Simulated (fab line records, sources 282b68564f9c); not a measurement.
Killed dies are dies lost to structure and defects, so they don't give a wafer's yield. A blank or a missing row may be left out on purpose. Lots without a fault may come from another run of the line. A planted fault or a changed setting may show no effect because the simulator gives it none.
Which tool did it? | flow rit_cmos | 6 lots, 18 wafers sampled, at 2 steps of a route of 202

WHAT THE GAUGES READ, wafer by wafer
RIT_ACTIVE_CD_MEAS_11: target cd 1400 nm.
lot  | measured    | on        | cd_nm (nm)
L146 | day 1 19:35 | cd_sem-02 | 1397.7 1401.6 1400.3
L148 | day 2 05:34 | cd_sem-02 | 1395.9 1397.5 1396.9
L152 | day 3 03:31 | cd_sem-02 | 1400.3 1399.0 1398.4
L154 | day 3 11:57 | cd_sem-02 | 1402.6 1401.7 1400.6
L156 | day 3 21:34 | cd_sem-02 | 1398.1 1400.2 1401.0
L161 | day 5 00:38 | cd_sem-01 | 1385.1 1299.5 1388.3

WHICH TOOL RAN EACH LOT (tool, then ch and the chambers of the sampled wafers, then the start)
lot  | RIT_ACTIVE_EXPOSE_08
L146 | iline_stepper-01 ch 0, day 1 19:10
L148 | iline_stepper-01 ch 0, day 2 05:10
L152 | iline_stepper-01 ch 0, day 3 03:07
L154 | iline_stepper-02 ch 0, day 3 11:33
L156 | iline_stepper-01 ch 0, day 3 21:10
L161 | iline_stepper-01 ch 0, day 5 00:14
- RIT_ACTIVE_EXPOSE_08: exposes mask M1, target cd 1400 nm.

THE ANSWER, worked out from the rows above alone
Rule: what is usual is taken from the lots themselves. Put in order of their means at a reading, lots are off if they are a third of the lots or fewer, leave a main group of 4 or more, and stand apart from it by a gap of 3 or more times the standard deviation of the main group's means; of several such gaps the widest counts. A main group whose means are all the same, to the digits that the tables above print for the reading, isn't used. A lot without any number at a reading at which 4 lots or more have one is off too. The other lots that the step has rows for count as sound.
Off: L161, at RIT_ACTIVE_CD_MEAS_11 (cd_nm). The main group: mean 1399.5 nm, standard deviation 1.6.
A tool fits if, at a process step before that reading, it ran every lot that is off, and no sound lot after the first of them. The gauges at RIT_ACTIVE_CD_MEAS_11 are tried like those tools. Can't be told from this: 2 tools fit, iline_stepper-01 at RIT_ACTIVE_EXPOSE_08, cd_sem-01 at RIT_ACTIVE_CD_MEAS_11.

WHAT THE SIMULATOR HAD PUT IN
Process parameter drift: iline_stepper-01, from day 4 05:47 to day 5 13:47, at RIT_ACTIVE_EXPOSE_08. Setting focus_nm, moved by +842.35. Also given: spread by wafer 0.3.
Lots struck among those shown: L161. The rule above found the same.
